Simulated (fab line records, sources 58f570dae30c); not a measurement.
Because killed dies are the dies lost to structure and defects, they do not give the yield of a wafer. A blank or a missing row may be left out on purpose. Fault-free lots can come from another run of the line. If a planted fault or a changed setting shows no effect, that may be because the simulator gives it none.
fab line records    flow berkeley_cmos170
[record] lots = 5  wafers = 23
route steps=331 shown START@3 NWELL@28 PWELL@39 ACTIVE@62 PFIELD@86 PVT@122 PLDD@146 NLDD@166 NSD@188 SDANNEAL@205
start_h: hours from the record's first day to the start of the lot's first wafer shown    wait_h: how many hours have passed since the lot's step before this one    " repeats the value in the row above    L1.1+2: a row that stands for several wafers    - no value, or no start was given    * or withheld: withheld    < > ~ a bound
route shown NAME@n: names a module that has steps shown in the file, with the first one's number in the route    usual: average and standard deviation across the fault-free wafers    same: alike in all rows    chamber/n: place in a boat    sites: each site's reading    _std_site: the standard deviation of these    _edge_site: outer sites' mean less inner sites'    radius_mm: for every site, how far away it sits from the centre of the wafer    mask NAME#n: copy n    behind: the tool/chamber that last shaped the wafer    hold: the reason the lot was held/the length of the hold in hours/how it ended    device: which transistor (n, p or np) failed to switch    end of line: the same wafers' tests at the end of the route    where a step has no rows: the recipe by itself    killed: dies that structure and defects cost at the first sort, which is not the same as the wafer's yield    map: the dies of a wafer, with x for killed, . for not killed, _ for no die there
set.NAME: the setting as run; set.NAME@STEP: as run at that earlier step    model.NAME: the simulator's own value behind a step, which no gauge read
lots run with intentionally changed settings; tables by step, rows by wafer
[[steps]]
[step UCB170_START_OXIDATION_02]
[recipe] temp_c = 950  ambient = O2  target_thk_a = 200  ox_time_s = 1800
lot.wafer  tool        chamber  start_h  wait_h  set.ox_time_s  model.SiO2_of_START_OXIDATION_02.thk_nm
L075.1     furnace-04  0        18.76    3.6     1800           19.87
L075.3     "           0        "        "       1800           20.03
L075.4     "           0        "        "       1800           20.19
L076.1     -           -        -        0.2     1957           21.33
L076.2     "           -        "        "       1957           21.26
L076.4     "           -        "        "       1957           20.82
L076.5     "           -        "        "       1957           21.17
L076.6     "           -        "        "       1957           21.02
L079.1     -           -        -        1.8     1800           19.63
L079.2     "           -        "        "       1800           19.39
L079.4     "           -        "        "       1800           19.52
L079.5     "           -        "        "       1800           20.01
L079.6     "           -        "        "       1800           19.7
L083.1     -           -        -        4.0     1993           21.72
L083.2     "           -        "        "       1993           21.55
L083.3     "           -        "        "       1993           21.42
L083.4     "           -        "        "       1993           21.8
L083.5     "           -        "        "       1993           21.33
L084.2     -           -        -        2.2     1532           18.64
L084.3+4   "           -        "        "       1532           18.24
L084.5     "           -        "        "       1532           18.25
L084.6     "           -        "        "       1532           18.36
[step UCB170_START_THK_MEAS_03]
[recipe] reads = SiO2_of_START_OXIDATION_02
[usual] START_OXIDE_THK = 20.1/0.32
lot.wafer  tool           chamber  start_h  wait_h  set.ox_time_s@START_OXIDATION_02  START_OXIDE_THK[nm]
L075.1     film_metro-01  -        20.26    0.0     1800                              19.9
L075.3     "              -        "        "       1800                              20.0
L075.4     "              -        "        "       1800                              20.1
L076.1     film_metro-01  -        -        -       1957                              21.3
L076.2     "              -        "        "       1957                              21.3
L076.4     "              -        "        "       1957                              20.9
L076.5     "              -        "        "       1957                              21.2
L076.6     "              -        "        "       1957                              21.0
L079.1     film_metro-01  -        -        -       1800                              19.6
L079.2     "              -        "        "       1800                              19.4
L079.4     "              -        "        "       1800                              19.5
L079.5     "              -        "        "       1800                              20.0
L079.6     "              -        "        "       1800                              19.7
L083.1     film_metro-01  -        -        -       1993                              21.7
L083.2     "              -        "        "       1993                              21.6
L083.3     "              -        "        "       1993                              21.4
L083.4     "              -        "        "       1993                              21.8
L083.5     "              -        "        "       1993                              21.3
L084.2     film_metro-04  -        -        -       1532                              18.6
L084.3     "              -        "        "       1532                              18.2
L084.4     "              -        "        "       1532                              18.2
L084.5     "              -        "        "       1532                              18.2
L084.6     "              -        "        "       1532                              18.4
[step UCB170_NWELL_IMPLANT_14]
[recipe] species = P  dose_cm2 = 1e+13  energy_kev = 150  tilt_deg = 7
lot.wafer   tool          chamber  start_h  wait_h  set.energy_kev  model.implant.rp_nm  model.implant.drp_nm
L075.1+3+4  implanter-01  0        35.40    0.1     150             194.7                62.72
L076.1+2    implanter-02  0        39.93    0.1     150             192.1                62.72
L076.4+5+6  "             0        "        "       158.1           202.9                65.24
L079.1+2+5  implanter-01  0        58.48    0.1     150             185.5                62.72
L079.4+6    "             0        "        "       156.4           193.8                64.72
L083.1+2+5  implanter-04  0        78.35    0.1     158.9           199.3                65.49
L083.3+4    "             0        "        "       150             187.7                62.72
L084.2+3+4  implanter-01  0        78.56    0.1     150             186.7                62.72
L084.5+6    "             0        "        "       154.9           193                  64.26
[step UCB170_PWELL_CVD_05]
[recipe] material = Si3N4  target_thk_nm = 220  temp_c = 800  precursor = SiH2Cl2/NH3  time_s = 3300  pressure_mtorr = 200  sih2cl2_flow_sccm = 25  nh3_flow_sccm = 75
lot.wafer       tool      chamber  start_h  wait_h  set.nh3_flow_sccm
L075.1+3+4      lpcvd-02  0        50.82    0.0     75
L076.1+2+4+5+6  -         -        -        0.0     72.09
L079.1+2+4+5+6  -         -        -        0.0     85.5
L083.1+2+3+4+5  -         -        -        0.0     64.49
L084.2+3+4+5+6  -         -        -        0.0     75
[step UCB170_PWELL_HMDS_07]
[recipe] prime_time_s = 60  prime_temp_c = 100
[step UCB170_PWELL_DEVELOP_12]
[recipe] developer = TMAH  develop_time_s = 45  resist = KrF  dev_temp_c = 21
[step UCB170_PWELL_ETCH_14]
[recipe] chemistry = CH3F/Ar/O2  target = Si3N4  stop_on = SiO2  CH3F_flow_sccm = 20  Ar_flow_sccm = 50  O2_flow_sccm = 7  pressure_mtorr = 50  rf_w = 450  target_depth_a = 2420  over_etch_frac = 0.1  time_s = 151
[usual] oes_product_au = 0.936/0.01
lot.wafer  tool         chamber  start_h  wait_h  set.nh3_flow_sccm@PWELL_CVD_05  oes_product_au
L075.1     rie_diel-02  1        54.98    0.0     75                              0.933
L075.3     "            2        "        "       75                              0.947
L075.4     "            3        "        "       75                              0.929
L076.1     rie_diel-03  3        60.91    0.0     72.09                           0.931
L076.2     "            0        "        "       72.09                           0.931
L076.4     "            2        "        "       72.09                           0.908
L076.5     "            2        "        "       72.09                           0.906
L076.6     "            1        "        "       72.09                           0.910
L079.1     rie_diel-02  0        76.80    0.0     85.5                            0.988
L079.2     "            3        "        "       85.5                            0.972
L079.4     "            1        "        "       85.5                            0.968
L079.5     "            1        "        "       85.5                            0.980
L079.6     "            0        "        "       85.5                            0.978
L083.1     rie_diel-02  3        92.66    0.0     64.49                           0.872
L083.2     "            0        "        "       64.49                           0.880
L083.3     "            1        "        "       64.49                           0.872
L083.4     "            2        "        "       64.49                           0.881
L083.5     "            2        "        "       64.49                           0.881
L084.2     rie_diel-01  0        92.92    0.0     75                              0.943
L084.3     "            3        "        "       75                              0.927
L084.4     "            2        "        "       75                              0.929
L084.5     "            0        "        "       75                              0.942
L084.6     "            1        "        "       75                              0.940
[step UCB170_ACTIVE_OXIDATION_02]
[recipe] temp_c = 1000  ambient = O2  target_thk_a = 264  ox_time_s = 1260
lot.wafer  tool        chamber  start_h  wait_h  set.ox_time_s  model.SiO2_of_ACTIVE_OXIDATION_02.thk_nm
L075.1     furnace-04  0        75.33    2.4     1260           27.05
L075.3     "           0        "        "       1260           27.23
L075.4     "           0        "        "       1260           26.9
L076.1     -           -        -        3.3     1260           26.64
L076.2     "           -        "        "       1260           26.19
L076.4     "           -        "        "       1260           26.1
L076.5     "           -        "        "       1260           26.67
L076.6     "           -        "        "       1260           27.03
L079.1     -           -        -        2.4     1078           23.4
L079.2     "           -        "        "       1078           23.23
L079.4     "           -        "        "       1078           23.67
L079.5     "           -        "        "       1078           23.52
L079.6     "           -        "        "       1078           23.59
L083.1     -           -        -        2.5     1072           24.14
L083.2     "           -        "        "       1072           24.22
L083.3     "           -        "        "       1072           23.52
L083.4     "           -        "        "       1072           24.16
L083.5     "           -        "        "       1072           24.61
L084.2     -           -        -        2.5     1160           25.1
L084.3+5   "           -        "        "       1160           25.11
L084.4     "           -        "        "       1160           25.05
L084.6     "           -        "        "       1160           25.63
[step UCB170_ACTIVE_THK_MEAS_03]
[recipe] reads = SiO2_of_ACTIVE_OXIDATION_02
[usual] ACTIVE_OXIDE_THK = 26.3/0.39
lot.wafer  tool           chamber  start_h  wait_h  set.ox_time_s@ACTIVE_OXIDATION_02  ACTIVE_OXIDE_THK[nm]
L075.1     film_metro-01  -        76.68    0.0     1260                               27.0
L075.3     "              -        "        "       1260                               27.3
L075.4     "              -        "        "       1260                               26.9
L076.1     film_metro-01  -        -        -       1260                               26.6
L076.2     "              -        "        "       1260                               26.2
L076.4     "              -        "        "       1260                               26.1
L076.5     "              -        "        "       1260                               26.6
L076.6     "              -        "        "       1260                               27.0
L079.1     film_metro-03  -        -        -       1078                               23.4
L079.2     "              -        "        "       1078                               23.2
L079.4     "              -        "        "       1078                               23.7
L079.5     "              -        "        "       1078                               23.5
L079.6     "              -        "        "       1078                               23.6
L083.1     film_metro-01  -        -        -       1072                               24.1
L083.2     "              -        "        "       1072                               24.2
L083.3     "              -        "        "       1072                               23.6
L083.4     "              -        "        "       1072                               24.2
L083.5     "              -        "        "       1072                               24.6
L084.2     film_metro-04  -        -        -       1160                               25.1
L084.3     "              -        "        "       1160                               25.1
L084.4     "              -        "        "       1160                               25.1
L084.5     "              -        "        "       1160                               25.1
L084.6     "              -        "        "       1160                               25.7
[step UCB170_PFIELD_IMPLANT_07]
[recipe] species = B  dose_cm2 = 2e+13  energy_kev = 80  tilt_deg = 7
lot.wafer   tool          chamber  start_h  wait_h  set.energy_kev  model.implant.rp_nm  model.implant.drp_nm
L076.1+2+6  implanter-02  0        91.61    0.1     78.04           259.4                73.96
L076.4+5    "             0        "        "       80              264.6                74.86
L075.1+3+4  implanter-04  0        91.74    0.0     80              261.9                74.86
L079.1+5    implanter-02  0        111.89   0.0     82.79           263.5                76.07
L079.2+4+6  "             0        "        "       80              256.1                74.86
L084.2+5    implanter-03  0        125.31   0.0     80              260.6                74.86
L084.3+4+6  "             0        "        "       76.1            250.5                73.05
L083.1+2+4  implanter-04  0        125.36   0.0     80              267.4                74.86
L083.3+5    "             0        "        "       83              275.7                76.16
[step UCB170_PVT_IMPLANT_07]
[recipe] species = P  dose_cm2 = 2e+12  energy_kev = 30  tilt_deg = 7
lot.wafer       tool          chamber  start_h  wait_h  set.dose_cm2
L075.1+3+4      implanter-04  0        122.71   0.0     2e+12
L076.1+4+5      implanter-04  0        123.49   0.0     2.133e+12
L076.2+6        "             0        "        "       2e+12
L079.1+2+4+5+6  implanter-04  0        141.01   0.0     2e+12
L083.1+2+3+4+5  implanter-02  0        151.79   0.0     2e+12
L084.2+3+6      implanter-04  0        152.00   0.0     2.089e+12
L084.4+5        "             0        "        "       2e+12
[step UCB170_PVT_STRIP_08]
[recipe] chemistry = O2  power_w = 400  pressure_mtorr = 3500  platen_temp_c = withheld  o2_flow_sccm = 400  overash_fraction = 0.5
[step UCB170_PVT_TW_MEAS_09]
[usual] PVT_TW = 509.8/2.9
lot.wafer  tool           chamber  start_h  wait_h  set.dose_cm2@PVT_IMPLANT_07  PVT_TW
L075.1     film_metro-04  -        122.96   0.1     2e+12                        507.0
L075.3     "              -        "        "       2e+12                        507.6
L075.4     "              -        "        "       2e+12                        509.2
L076.1     film_metro-02  -        123.74   0.1     2.133e+12                    520.5
L076.2     "              -        "        "       2e+12                        509.4
L076.4     "              -        "        "       2.133e+12                    521.2
L076.5     "              -        "        "       2.133e+12                    520.3
L076.6     "              -        "        "       2e+12                        508.0
L079.1     film_metro-04  -        141.26   0.1     2e+12                        505.0
L079.2     "              -        "        "       2e+12                        507.0
L079.4     "              -        "        "       2e+12                        507.9
L079.5     "              -        "        "       2e+12                        506.6
L079.6     "              -        "        "       2e+12                        503.3
L083.1     film_metro-02  -        152.04   0.1     2e+12                        507.3
L083.2     "              -        "        "       2e+12                        507.9
L083.3     "              -        "        "       2e+12                        506.7
L083.4     "              -        "        "       2e+12                        511.4
L083.5     "              -        "        "       2e+12                        508.3
L084.2     film_metro-03  -        152.23   0.1     2.089e+12                    518.8
L084.3     "              -        "        "       2.089e+12                    518.6
L084.4     "              -        "        "       2e+12                        511.4
L084.5     "              -        "        "       2e+12                        511.7
L084.6     "              -        "        "       2.089e+12                    520.2
[step UCB170_PLDD_COAT_01]
[recipe] resist = KrF  spin_rpm = 1500  resist_thk_nm = 900
lot.wafer  tool            chamber  start_h  wait_h  set.resist_thk_nm  model.KrF_of_PLDD_COAT_01.thk_nm
L076.1     litho_track-02  0        138.80   0.1     867.7              868.6
L076.2     "               0        "        "       900                898.2
L076.4     "               0        "        "       867.7              864.6
L076.5     "               0        "        "       900                898
L076.6     "               0        "        "       900                901.8
L075.1     litho_track-03  0        139.40   0.1     900                898.9
L075.3     "               0        "        "       900                900.5
L075.4     "               0        "        "       900                899.7
L079.1     litho_track-04  0        152.56   0.1     900                902.2
L079.2     "               0        "        "       900                904.2
L079.4     "               0        "        "       884.3              885.4
L079.5     "               0        "        "       884.3              885.8
L079.6     "               0        "        "       900                900.5
L083.1     litho_track-03  0        164.44   0.1     880.5              875.7
L083.2     "               0        "        "       880.5              874.5
L083.3     "               0        "        "       880.5              876.7
L083.4     "               0        "        "       900                896.9
L083.5     "               0        "        "       900                900.3
L084.2     litho_track-04  0        164.88   0.1     900                896.3
L084.3     "               0        "        "       900                898.4
L084.4     "               0        "        "       859.6              858.8
L084.5     "               0        "        "       859.6              858.4
L084.6     "               0        "        "       859.6              855.8
[step UCB170_PLDD_SOFTBAKE_02]
[recipe] resist = KrF  temp_c = 130  time_s = 60
[step UCB170_PLDD_EXPOSE_03]
[recipe] mask_id = PSELECT  na = 0.5  sigma_outer = 0.6  source_shape = conventional  target_cd_nm = 1200  dose_mj = 30
[step UCB170_PLDD_IMPLANT_08]
[recipe] species = BF2  dose_cm2 = 5e+13  energy_kev = 10  tilt_deg = 7  rotation_deg = 0
[step UCB170_PLDD_IMPLANT_09]
[recipe] species = BF2  dose_cm2 = 5e+13  energy_kev = 10  tilt_deg = 7  rotation_deg = 180
[step UCB170_PLDD_STRIP_10]
[recipe] chemistry = O2  power_w = 400  pressure_mtorr = 3500  platen_temp_c = withheld  o2_flow_sccm = 400  overash_fraction = 0.5
[usual] strip_time_to_endpoint_s = 21.60/0.057
lot.wafer  tool             chamber  start_h  wait_h  set.resist_thk_nm@PLDD_COAT_01  strip_time_to_endpoint_s
L076.1     plasma_asher-03  0        140.55   0.1     867.7                           20.88
L076.2     "                1        "        "       900                             21.58
L076.4     "                0        "        "       867.7                           20.77
L076.5     "                0        "        "       900                             21.58
L076.6     "                1        "        "       900                             21.67
L075.1     plasma_asher-04  0        141.43   0.1     900                             21.61
L075.3     "                1        "        "       900                             21.63
L075.4     "                0        "        "       900                             21.62
L079.1     plasma_asher-02  0        153.70   0.1     900                             21.68
L079.2     "                1        "        "       900                             21.74
L079.4     "                1        "        "       884.3                           21.28
L079.5     "                1        "        "       884.3                           21.28
L079.6     "                0        "        "       900                             21.63
L083.1     plasma_asher-03  0        165.72   0.1     880.5                           21.06
L083.2     "                1        "        "       880.5                           21.01
L083.3     "                0        "        "       880.5                           21.07
L083.4     "                1        "        "       900                             21.55
L083.5     "                1        "        "       900                             21.64
L084.2     plasma_asher-04  0        166.13   0.1     900                             21.54
L084.3     "                0        "        "       900                             21.58
L084.4     "                1        "        "       859.6                           20.65
L084.5     "                1        "        "       859.6                           20.65
L084.6     "                0        "        "       859.6                           20.59
[step UCB170_NLDD_IMPLANT_08]
[recipe] species = As  dose_cm2 = 5e+13  energy_kev = 30  tilt_deg = 7  rotation_deg = 0
lot.wafer       tool          chamber  start_h  wait_h  set.dose_cm2
L076.1+2+4      implanter-04  0        143.23   0.0     5.343e+13
L076.5+6        "             0        "        "       5e+13
L075.1+3+4      implanter-02  0        143.52   0.0     5e+13
L079.1+2        implanter-03  0        155.31   0.0     4.84e+13
L079.4+5+6      "             0        "        "       5e+13
L083.1+4+5      implanter-04  0        167.17   0.0     5e+13
L083.2+3        "             0        "        "       4.79e+13
L084.2+3+4+5+6  implanter-03  0        167.61   0.0     5e+13
[step UCB170_NSD_COAT_01]
[recipe] resist = KrF  spin_rpm = 1500  resist_thk_nm = 900
lot.wafer  tool            chamber  start_h  wait_h  set.resist_thk_nm  model.KrF_of_NSD_COAT_01.thk_nm
L076.1     litho_track-01  0        149.91   0.1     900                892.8
L076.2     "               0        "        "       878.3              874.7
L076.4     "               0        "        "       878.3              874.2
L076.5     "               0        "        "       900                897.5
L076.6     "               0        "        "       900                896.3
L075.1     litho_track-03  0        150.18   0.1     900                901.4
L075.3     "               0        "        "       900                901.5
L075.4     "               0        "        "       900                901.1
L079.1     litho_track-01  0        163.60   0.1     900                897.8
L079.2     "               0        "        "       875.2              877.5
L079.4     "               0        "        "       900                900.4
L079.5     "               0        "        "       875.2              873.1
L079.6     "               0        "        "       875.2              870
L083.1     litho_track-02  0        176.27   0.1     948.2              940.5
L083.2     "               0        "        "       948.2              939.8
L083.3     "               0        "        "       900                892.9
L083.4     "               0        "        "       948.2              943
L083.5     "               0        "        "       900                895.1
L084.2     litho_track-01  0        176.46   0.1     864.8              867.1
L084.3     "               0        "        "       900                900.6
L084.4     "               0        "        "       864.8              864.6
L084.5     "               0        "        "       864.8              863.2
L084.6     "               0        "        "       900                902.4
[step UCB170_NSD_IMPLANT_08]
[recipe] species = P  dose_cm2 = 3e+15  energy_kev = 40  tilt_deg = 7
lot.wafer   tool          chamber  start_h  wait_h  set.dose_cm2
L076.1+5    implanter-02  0        151.34   0.0     3.19e+15
L076.2+4+6  "             0        "        "       3e+15
L075.1+3+4  implanter-04  0        151.78   0.0     3e+15
L079.1+6    implanter-02  0        164.45   0.0     2.895e+15
L079.2+4+5  "             0        "        "       3e+15
L083.1+4    implanter-04  0        177.28   0.0     3.08e+15
L083.2+3+5  "             0        "        "       3e+15
L084.2+3+5  implanter-02  0        177.58   0.0     3.129e+15
L084.4+6    "             0        "        "       3e+15
[step UCB170_NSD_STRIP_09]
[recipe] chemistry = O2  power_w = 400  pressure_mtorr = 3500  platen_temp_c = withheld  o2_flow_sccm = 400  overash_fraction = 0.5
[usual] strip_time_to_endpoint_s = 35.78/0.073
lot.wafer  tool             chamber  start_h  wait_h  set.resist_thk_nm@NSD_COAT_01  set.dose_cm2@NSD_IMPLANT_08  strip_time_to_endpoint_s
L076.1     plasma_asher-01  1        151.49   0.1     900                            3.19e+15                     36.28
L076.2     "                0        "        "       878.3                          3e+15                        35.29
L076.4     "                0        "        "       878.3                          3e+15                        35.21
L076.5     "                0        "        "       900                            3.19e+15                     36.37
L076.6     "                1        "        "       900                            3e+15                        35.74
L075.1     plasma_asher-03  0        151.93   0.1     900                            3e+15                        35.86
L075.3     "                0        "        "       900                            3e+15                        35.88
L075.4     "                1        "        "       900                            3e+15                        35.89
L079.1     plasma_asher-01  0        164.60   0.1     900                            2.895e+15                    35.47
L079.2     "                1        "        "       875.2                          3e+15                        35.30
L079.4     "                1        "        "       900                            3e+15                        35.87
L079.5     "                1        "        "       875.2                          3e+15                        35.22
L079.6     "                0        "        "       875.2                          2.895e+15                    34.80
L083.1     plasma_asher-01  0        177.43   0.1     948.2                          3.08e+15                     37.03
L083.2     "                1        "        "       948.2                          3e+15                        36.74
L083.3     "                0        "        "       900                            3e+15                        35.66
L083.4     "                1        "        "       948.2                          3.08e+15                     37.10
L083.5     "                1        "        "       900                            3e+15                        35.72
L084.2     plasma_asher-03  0        177.71   0.1     864.8                          3.129e+15                    35.43
L084.3     "                0        "        "       900                            3.129e+15                    36.22
L084.4     "                1        "        "       864.8                          3e+15                        34.96
L084.5     "                1        "        "       864.8                          3.129e+15                    35.36
L084.6     "                0        "        "       900                            3e+15                        35.87
[step UCB170_NSD_CLEAN_11]
[recipe] chemistry = SPM  temp_c = 120  time_s = 600
[step UCB170_SDANNEAL_RTA_01]
[recipe] temp_c = 1050  time_s = 5  ambient = N2
[step UCB170_SDANNEAL_RS_MEAS_03]
[recipe] thk_meas_gauge = four-point-probe
[usual] NSD_RS = 37.29/0.085
lot.wafer  tool           chamber  start_h  wait_h  set.dose_cm2@NSD_IMPLANT_08  NSD_RS[ohm/sq]
L076.1     film_metro-03  -        152.82   0.1     3.19e+15                     36.33
L076.2     "              -        "        "       3e+15                        37.33
L076.4     "              -        "        "       3e+15                        37.37
L076.5     "              -        "        "       3.19e+15                     36.33
L076.6     "              -        "        "       3e+15                        37.37
L075.1     film_metro-03  -        153.30   0.1     3e+15                        37.44
L075.3     "              -        "        "       3e+15                        37.34
L075.4     "              -        "        "       3e+15                        37.32
L079.1     film_metro-04  -        165.90   0.1     2.895e+15                    37.90
L079.2     "              -        "        "       3e+15                        37.24
L079.4     "              -        "        "       3e+15                        37.15
L079.5     "              -        "        "       3e+15                        37.22
L079.6     "              -        "        "       2.895e+15                    37.93
L083.1     film_metro-04  -        179.73   0.1     3.08e+15                     36.73
L083.2     "              -        "        "       3e+15                        37.33
L083.3     "              -        "        "       3e+15                        37.24
L083.4     "              -        "        "       3.08e+15                     36.76
L083.5     "              -        "        "       3e+15                        37.27
L084.2     film_metro-01  -        179.75   0.1     3.129e+15                    36.65
L084.3     "              -        "        "       3.129e+15                    36.72
L084.4     "              -        "        "       3e+15                        37.41
L084.5     "              -        "        "       3.129e+15                    36.53
L084.6     "              -        "        "       3e+15                        37.28
[step UCB170_SDANNEAL_RS_MEAS_05]
[recipe] thk_meas_gauge = four-point-probe
[usual] NLDD_RS = 617.1/1.6
lot.wafer  tool           chamber  start_h  wait_h  set.dose_cm2@NLDD_IMPLANT_08  NLDD_RS[ohm/sq]
L076.1     film_metro-03  -        153.06   0.1     5.343e+13                     607.5
L076.2     "              -        "        "       5.343e+13                     607.4
L076.4     "              -        "        "       5.343e+13                     607.4
L076.5     "              -        "        "       5e+13                         620.7
L076.6     "              -        "        "       5e+13                         620.2
L075.1     film_metro-03  -        153.54   0.1     5e+13                         616.6
L075.3     "              -        "        "       5e+13                         619.1
L075.4     "              -        "        "       5e+13                         618.4
L079.1     film_metro-04  -        166.14   0.1     4.84e+13                      624.4
L079.2     "              -        "        "       4.84e+13                      624.4
L079.4     "              -        "        "       5e+13                         616.7
L079.5     "              -        "        "       5e+13                         617.4
L079.6     "              -        "        "       5e+13                         615.3
L083.1     film_metro-04  -        179.97   0.1     5e+13                         615.2
L083.2     "              -        "        "       4.79e+13                      625.2
L083.3     "              -        "        "       4.79e+13                      624.4
L083.4     "              -        "        "       5e+13                         614.0
L083.5     "              -        "        "       5e+13                         614.1
L084.2     film_metro-01  -        179.99   0.1     5e+13                         617.2
L084.3     "              -        "        "       5e+13                         617.2
L084.4     "              -        "        "       5e+13                         617.6
L084.5     "              -        "        "       5e+13                         618.1
L084.6     "              -        "        "       5e+13                         617.3
[[key]]
[split] step = UCB170_START_OXIDATION_02  setting = ox_time_s  stated = 1800  by = lot
[response] step = UCB170_START_OXIDATION_02  reading = model.SiO2_of_START_OXIDATION_02.thk_nm  change = +0.124  per = 1%  r = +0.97
[response] step = UCB170_START_THK_MEAS_03  reading = START_OXIDE_THK  change = +0.124  per = 1%  r = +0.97
[split] step = UCB170_NWELL_IMPLANT_14  setting = energy_kev  stated = 150  by = wafer
[response] step = UCB170_NWELL_IMPLANT_14  reading = model.implant.rp_nm  change = +1.96  per = 1%  r = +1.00
[response] step = UCB170_NWELL_IMPLANT_14  reading = model.implant.drp_nm  change = +0.467  per = 1%  r = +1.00
[split] step = UCB170_PWELL_CVD_05  setting = nh3_flow_sccm  stated = 75  by = lot
[response] step = UCB170_PWELL_ETCH_14  reading = oes_product_au  change = +0.00357  per = 1%  r = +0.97
[split] step = UCB170_ACTIVE_OXIDATION_02  setting = ox_time_s  stated = 1260  by = lot
[response] step = UCB170_ACTIVE_OXIDATION_02  reading = model.SiO2_of_ACTIVE_OXIDATION_02.thk_nm  change = +0.198  per = 1%  r = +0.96
[response] step = UCB170_ACTIVE_THK_MEAS_03  reading = ACTIVE_OXIDE_THK  change = +0.197  per = 1%  r = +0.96
[split] step = UCB170_PFIELD_IMPLANT_07  setting = energy_kev  stated = 80  by = wafer
[response] step = UCB170_PFIELD_IMPLANT_07  reading = model.implant.rp_nm  change = +2.12  per = 1%  r = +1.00
[response] step = UCB170_PFIELD_IMPLANT_07  reading = model.implant.drp_nm  change = +0.359  per = 1%  r = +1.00
[split] step = UCB170_PVT_IMPLANT_07  setting = dose_cm2  stated = 2e+12  by = wafer
[response] step = UCB170_PVT_TW_MEAS_09  reading = PVT_TW  change = +1.78  per = 1%  r = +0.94
[split] step = UCB170_PLDD_COAT_01  setting = resist_thk_nm  stated = 900  by = wafer
[response] step = UCB170_PLDD_COAT_01  reading = model.KrF_of_PLDD_COAT_01.thk_nm  change = +9.19  per = 1%  r = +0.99
[response] step = UCB170_PLDD_STRIP_10  reading = strip_time_to_endpoint_s  change = *  per = 1%  r = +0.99
[split] step = UCB170_NLDD_IMPLANT_08  setting = dose_cm2  stated = 5e+13  by = wafer
[response] step = UCB170_SDANNEAL_RS_MEAS_05  reading = NLDD_RS  change = -2.11  per = 1%  r = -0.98
[split] step = UCB170_NSD_COAT_01  setting = resist_thk_nm  stated = 900  by = wafer
[response] step = UCB170_NSD_COAT_01  reading = model.KrF_of_NSD_COAT_01.thk_nm  change = +9.01  per = 1%  r = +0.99
[response] step = UCB170_NSD_STRIP_09  reading = strip_time_to_endpoint_s  change = *  per = 1%  r = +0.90
[split] step = UCB170_NSD_IMPLANT_08  setting = dose_cm2  stated = 3e+15  by = wafer
[response] step = UCB170_SDANNEAL_RS_MEAS_03  reading = NSD_RS  change = -0.173  per = 1%  r = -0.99
[response] step = UCB170_NSD_STRIP_09  reading = strip_time_to_endpoint_s  slope = *  per = 1%  together_with = resist_thk_nm@NSD_COAT_01  explained = 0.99
